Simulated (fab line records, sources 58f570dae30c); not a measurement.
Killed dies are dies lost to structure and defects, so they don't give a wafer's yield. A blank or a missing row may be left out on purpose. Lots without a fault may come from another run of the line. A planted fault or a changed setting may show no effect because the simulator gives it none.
Which tool did it? | flow berkeley_cmos170 | 7 lots, 21 wafers sampled, at 3 steps of a route of 331

WHAT THE GAUGES READ, wafer by wafer
UCB170_PWELL_TW_MEAS_17.
lot  | measured    | on            | PWELL_TW
L307 | day 3 17:24 | film_metro-03 | 375.9 377.3 377.8
L309 | day 4 03:44 | film_metro-02 | 384.3 384.9 385.7
L311 | day 4 07:31 | film_metro-03 | 379.1 377.2 377.9
L313 | day 4 15:03 | film_metro-02 | 385.3 385.0 385.2
L317 | day 5 16:44 | film_metro-02 | 382.4 382.1 381.3
L322 | day 6 14:15 | film_metro-02 | 459.8 459.4 459.3
L324 | day 7 05:44 | film_metro-03 | 453.7 454.3 456.0

WHICH TOOL RAN EACH LOT (tool, then ch and the chambers of the sampled wafers, then the start)
lot  | UCB170_PWELL_IMPLANT_15        | UCB170_PWELL_STRIP_16
L307 | implanter-01 ch 0, day 3 17:09 | plasma_asher-02 ch 0,1, day 3 17:18
L309 | implanter-01 ch 0, day 4 03:29 | plasma_asher-01 ch 0,1, day 4 03:38
L311 | implanter-02 ch 0, day 4 07:16 | plasma_asher-04 ch 0,1, day 4 07:25
L313 | implanter-02 ch 0, day 4 14:48 | plasma_asher-04 ch 0,1, day 4 14:57
L317 | implanter-04 ch 0, day 5 16:30 | plasma_asher-01 ch 0,1, day 5 16:37
L322 | implanter-04 ch 0, day 6 14:01 | plasma_asher-02 ch 0,1, day 6 14:08
L324 | implanter-04 ch 0, day 7 05:30 | plasma_asher-01 ch 0,1, day 7 05:37
- UCB170_PWELL_IMPLANT_15
- UCB170_PWELL_STRIP_16: strips in O2.

THE ANSWER, worked out from the rows above alone
Rule: what is usual is taken from the lots themselves. Put in order of their means at a reading, lots are off if they are a third of the lots or fewer, leave a main group of 4 or more, and stand apart from it by a gap of 3 or more times the standard deviation of the main group's means; of several such gaps the widest counts. A main group whose means are all the same, to the digits that the tables above print for the reading, isn't used. A lot without any number at a reading at which 4 lots or more have one is off too. The other lots that the step has rows for count as sound.
Off: L322, L324, at UCB170_PWELL_TW_MEAS_17 (PWELL_TW). The main group: mean 381.4, standard deviation 3.4.
A tool fits if, at a process step before that reading, it ran every lot that is off, and no sound lot after the first of them. The gauges at UCB170_PWELL_TW_MEAS_17 are tried like those tools. One fits: implanter-04 at UCB170_PWELL_IMPLANT_15. Its last sound lot is L317 (day 5 16:30), its first lot that is off L322 (day 6 14:01): a fault that began between those two fits.

WHAT THE SIMULATOR HAD PUT IN
Process parameter drift: implanter-04, from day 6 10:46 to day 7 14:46, at UCB170_PWELL_IMPLANT_15. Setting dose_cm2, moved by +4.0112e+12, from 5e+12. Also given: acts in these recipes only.
Lots struck among those shown: L322, L324. The rule above found the same.
